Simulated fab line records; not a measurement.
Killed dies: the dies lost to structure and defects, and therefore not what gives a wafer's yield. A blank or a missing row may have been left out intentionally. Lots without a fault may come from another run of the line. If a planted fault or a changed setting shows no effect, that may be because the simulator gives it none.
8D (eight disciplines) problem report, filled in by code | flow rit-cmos | the parts of the form that need people (team, actions taken, sign-off) are left out

1. PROBLEM STATEMENT
Wafers without a fault read 6 with a standard deviation of 3, while killed-at-front-end at RIT_M1_PROBE_99 averages 44 across 2 wafers of 1 lot. That is +13 standard deviations from the usual mean.
The first sign was on wafer L315.4 at day 7 19:25, on prober-01. The record holds 3 wafers of 1 lot with a number at this step. The rule behind "out" and "out of limits": a value lying over 4 standard deviations away from the usual mean. The other wafers with a number count as sound.

2. WHAT IT IS; WHAT IT IS NOT
question                    | is                               | is not
which readings at this step | killed-at-front-end, killed-dies | killed-at-contacts, killed-open, killed-short
which lots                  | L315                             | -
which wafers of those lots  | L315.4, L315.5                   | L315.6
read on which tools         | prober-01                        | -
when                        | from day 7 19:25                 | up to then (0 sound wafers); but 1 sound wafer of L315 came after

3. THE SUSPECTS, EACH WITH WHAT RULES IT OUT
Counting: any tool at a process step up to the reading remains a suspect provided it ran every lot that is out. Sound lots after the first of them don't rule it out here, since some wafers of a struck lot are sound.
- plasma-asher-02 at RIT_NLDD_STRIP_09 (strips in O2, time 180 s): kept. It ran the lot that is out, L315 (day 7 03:34).
- prober-01 at RIT_M1_PROBE_99: kept. It ran the lot that is out, L315 (day 7 19:25). On those wafers its own readings are out: killed-at-front-end, killed-dies.
- Within plasma-asher-02 at RIT_NLDD_STRIP_09: the wafers that are out ran in chamber 1; their sound lot-mates ran in chamber 0.
What counting leaves: plasma-asher-02 at RIT_NLDD_STRIP_09 and prober-01 at RIT_M1_PROBE_99.

4. THE CAUSE (what the simulator had put in)
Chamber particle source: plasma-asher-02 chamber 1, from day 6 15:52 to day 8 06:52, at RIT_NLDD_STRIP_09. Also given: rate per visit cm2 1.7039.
Counting left 2 suspects, and this tool is among them.

5. SEQUENCE OF EFFECTS, ordered by route
Rows list readings where the struck wafers' mean (over those with a number) sits beyond 3 standard deviations from the usual. Readings are gone through only where the record gives a usual standard deviation; hours: the median, over the lots, of the time from a lot's start at the first step in this table giving one to that lot's start at this step; sigmas: the change measured in usual standard deviations.
hours | step            | reading             | usual | on struck wafers | change | sigmas
0     | RIT_M1_PROBE_99 | killed-at-front-end | 6     | 44               | +38    | +13
0     | RIT_M1_PROBE_99 | killed-dies         | 7     | 44               | +38    | +12
Process steps it contains:
- RIT_M1_PROBE_99

6. WHAT WOULD HAVE CAUGHT IT SOONER
In this record the first reading out of limits was taken at day 7 19:25, 28 hours after the fault began at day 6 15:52.
Of the tool readings at RIT_NLDD_STRIP_09 for which the record gives a usual standard deviation, none was out on any struck wafer, so an alarm limit of 4 standard deviations on them would not have fired.
Lots out: 1; all had begun RIT_NLDD_STRIP_09 on plasma-asher-02 by day 7 19:25. Holding the tool at that point would not have protected any of them.
